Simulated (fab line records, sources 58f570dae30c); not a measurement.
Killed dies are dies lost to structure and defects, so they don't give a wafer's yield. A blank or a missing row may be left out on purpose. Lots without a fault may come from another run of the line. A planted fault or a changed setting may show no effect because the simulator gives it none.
Tool commonality check | flow berkeley_cmos170 | 15 lots, 45 wafers sampled

WHY IT WAS OPENED
At UCB170_GATE_THK_MEAS_05 the reading GATE_POLY_THK is flagged on 3 of 15 lots. Wafers without a fault read 214.2 nm, standard deviation 1.9.
Rule: a lot is flagged when every wafer of it that has a number lies more than 4 standard deviations from that mean, or none has a number. The other lots count as sound.

lot  | measured     | on            | GATE_POLY_THK (nm), wafer by wafer | flag
L430 | day 7 01:04  | film_metro-02 | 213.4 213.5 213.2                  |
L431 | day 7 01:05  | film_metro-01 | 213.5 214.5 214.7                  |
L432 | day 7 12:49  | film_metro-02 | 215.5 216.1 216.7                  |
L433 | day 8 02:57  | film_metro-01 | 212.9 213.3 215.5                  |
L435 | day 8 02:57  | film_metro-04 | 215.1 213.5 212.4                  |
L434 | day 8 02:58  | film_metro-02 | 213.2 212.7 214.1                  |
L437 | day 8 16:14  | film_metro-02 | 215.5 216.6 218.4                  |
L438 | day 9 00:56  | film_metro-04 | 213.1 213.8 212.9                  |
L439 | day 9 00:56  | film_metro-02 | 210.4 212.9 210.0                  |
L441 | day 9 22:53  | film_metro-02 | 214.5 213.5 214.9                  |
L440 | day 10 00:28 | film_metro-04 | 431.0 428.5 431.3                  | FLAGGED
L445 | day 10 04:04 | film_metro-04 | 215.7 216.7 215.7                  |
L447 | day 11 04:08 | film_metro-02 | 426.3 425.2 427.2                  | FLAGGED
L450 | day 11 14:16 | film_metro-02 | 431.5 428.1 431.8                  | FLAGGED
L453 | day 11 21:05 | film_metro-02 | 216.2 214.3 214.1                  |
The numbers of the flagged lots are 429.0 nm on average: +214.8 nm against the usual, or +99 or more standard deviations.

WHICH TOOL RAN EACH LOT
The record holds 1 process step before the reading, out of a route of 331 steps. In each cell: the tool, then ch and the chambers that the sampled wafers went through, then the start.
lot  | flag    | UCB170_GATE_CVD_04
L430 |         | lpcvd-01 ch 1, day 6 23:36
L431 |         | lpcvd-01 ch 1, day 6 23:36
L432 |         | lpcvd-02 ch 0, day 7 11:24
L433 |         | lpcvd-02 ch 1, day 8 01:33
L435 |         | lpcvd-02 ch 0, day 8 01:33
L434 |         | lpcvd-02 ch 0, day 8 01:33
L437 |         | lpcvd-02 ch 0, day 8 14:50
L438 |         | lpcvd-02 ch 0, day 8 23:31
L439 |         | lpcvd-02 ch 0, day 8 23:31
L441 |         | lpcvd-01 ch 1, day 9 21:29
L440 | FLAGGED | lpcvd-01 ch 0, day 9 21:29
L445 |         | lpcvd-02 ch 1, day 10 02:39
L447 | FLAGGED | lpcvd-01 ch 1, day 10 23:25
L450 | FLAGGED | lpcvd-02 ch 0, day 11 09:55
L453 |         | lpcvd-02 ch 1, day 11 18:59
What these steps do:
- UCB170_GATE_CVD_04: deposits poly-Si from SiH4, time 1440 s, target thk 214 nm.
- UCB170_GATE_THK_MEAS_05

FLAGGED OVER TOTAL, TOOL BY TOOL (the gauges that took the reading come last)
step                    | tool          | lots run | flagged | share of the flagged lots | sound lots run after its first flagged lot
UCB170_GATE_CVD_04      | lpcvd-01      | 5        | 2       | some                      | 0
UCB170_GATE_CVD_04      | lpcvd-02      | 10       | 1       | some                      | 1 (L453)
UCB170_GATE_THK_MEAS_05 | film_metro-01 | 2        | 0       | none                      | -
UCB170_GATE_THK_MEAS_05 | film_metro-02 | 9        | 2       | some                      | 1 (L453)
UCB170_GATE_THK_MEAS_05 | film_metro-04 | 4        | 1       | some                      | 1 (L445)

WHAT THE TABLE ALLOWS
No row of the table ran every flagged lot.

WHAT THE SIMULATOR HAD PUT IN
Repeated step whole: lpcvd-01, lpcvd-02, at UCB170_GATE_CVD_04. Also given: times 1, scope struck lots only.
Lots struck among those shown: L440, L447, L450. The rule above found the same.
